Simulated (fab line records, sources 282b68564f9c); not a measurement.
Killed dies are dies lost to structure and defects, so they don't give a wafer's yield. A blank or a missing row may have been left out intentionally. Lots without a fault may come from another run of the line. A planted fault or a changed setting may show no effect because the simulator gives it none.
Which tool was responsible? ; flow rit cmos ; Sampling: 13 lots, 39 wafers, 2 of 202 route steps

WHAT THE GAUGES SHOWED, per wafer
RIT_GATE_THK_MEAS_09. Usual: GATE_POLY_THK typically reads 248.7 nm, with standard deviation 1.7.
lot;measured;on;GATE_POLY_THK (nm);flag
L132;day 2 13:35;film metro-03;248.0 246.9 247.5;
L133;day 2 20:53;film metro-02;250.0 248.9 246.7;
L134;day 3 02:42;film metro-01;249.2 249.3 247.7;
L135;day 3 04:40;film metro-02;248.6 247.5 249.0;
L136;day 3 09:08;film metro-01;249.3 250.8 249.9;
L137;day 3 17:34;film metro-03;248.1 250.8 248.7;
L138;day 3 19:35;film metro-01;248.9 250.4 248.8;
L143;day 5 06:46;film metro-01;256.8 256.5 256.8;OFF
L144;day 5 13:15;film metro-02;259.2 258.1 257.9;OFF
L145;day 6 04:05;film metro-01;258.6 257.1 259.0;OFF
L152;day 7 04:45;film metro-03;251.4 250.9 250.8;
L153;day 7 04:45;film metro-02;245.8 249.1 248.1;
L155;day 7 11:09;film metro-03;247.3 250.3 249.6;

EACH LOT AND THE TOOL THAT RAN IT (in order: tool; ch and the chambers of the sampled wafers; start)
lot;RIT_GATE_CVD_08
L132;lpcvd-02 ch 0, day 2 11:58
L133;lpcvd-02 ch 1, day 2 19:17
L134;lpcvd-02 ch 0, day 3 00:16
L135;lpcvd-01 ch 1, day 3 03:01
L136;lpcvd-02 ch 1, day 3 07:32
L137;lpcvd-01 ch 0, day 3 15:56
L138;lpcvd-02 ch 1, day 3 17:56
L143;lpcvd-01 ch 0, day 5 05:08
L144;lpcvd-01 ch 0, day 5 11:38
L145;lpcvd-01 ch 0, day 6 02:26
L152;lpcvd-02 ch 1, day 7 03:07
L153;lpcvd-02 ch 1, day 7 03:07
L155;lpcvd-02 ch 1, day 7 09:32
- RIT_GATE_CVD_08: deposits poly-Si from SiH4, target thk 250 nm, time 2220 s.

AS READ BY THE TOOLS THEMSELVES (means over the sampled wafers that have a number; for cases with no such wafer, the mark the record gives instead)
RIT_GATE_CVD_08. Usual: spike tc load C 631.6 C, standard deviation 1.5; zone power source pct 11.8 %, standard deviation 1.3.
lot;tool;spike tc load C (C);zone power source pct (%);flag
L132;lpcvd-02;629.6;11.7;
L133;lpcvd-02;631.6;10.4;
L134;lpcvd-02;630.4;11.8;
L135;lpcvd-01;629.7;11.9;
L136;lpcvd-02;632.7;10.6;
L137;lpcvd-01;632.2;13.6;
L138;lpcvd-02;631.2;10.5;
L143;lpcvd-01;633.2;13.6;
L144;lpcvd-01;632.2;13.7;
L145;lpcvd-01;632.4;13.6;
L152;lpcvd-02;632.2;10.5;
L153;lpcvd-02;631.6;10.5;
L155;lpcvd-02;632.5;10.6;

THE ANSWER, worked out from the rows above alone
Rule: a lot counts as off when the mean over its wafers that have a number is more than 3 standard deviations away from the usual mean. Also off: a lot with no number at a reading for which 4 or more lots have one. Where the step has rows for the other lots, those lots are counted as sound. Order of review: gauges by route order, followed by the tools' own readings, for which a lot's mean as printed above is used. The first step at which some lot is off is used, and at that step the reading that is off furthest; a lot without a number counts as furthest.
Off: L143, L144, L145, at RIT_GATE_THK_MEAS_09 (GATE_POLY_THK).
A tool fits if, at a process step before that reading, it ran every lot that is off, and no sound lot after the first of them. The gauges at RIT_GATE_THK_MEAS_09 are tried like those tools. One fits: RIT_GATE_CVD_08 on lpcvd-01. A fault onset in the window from L137 (day 3 15:56, its last sound lot) to L143 (day 5 05:08, its first lot off) fits.

WHAT HAD BEEN PUT IN BY THE SIMULATOR
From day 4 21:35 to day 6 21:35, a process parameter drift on lpcvd-01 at RIT_GATE_CVD_08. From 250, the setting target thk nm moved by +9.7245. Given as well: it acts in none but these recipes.
Struck lots among those shown: L143, L144, L145. This agrees with what the rule above found.
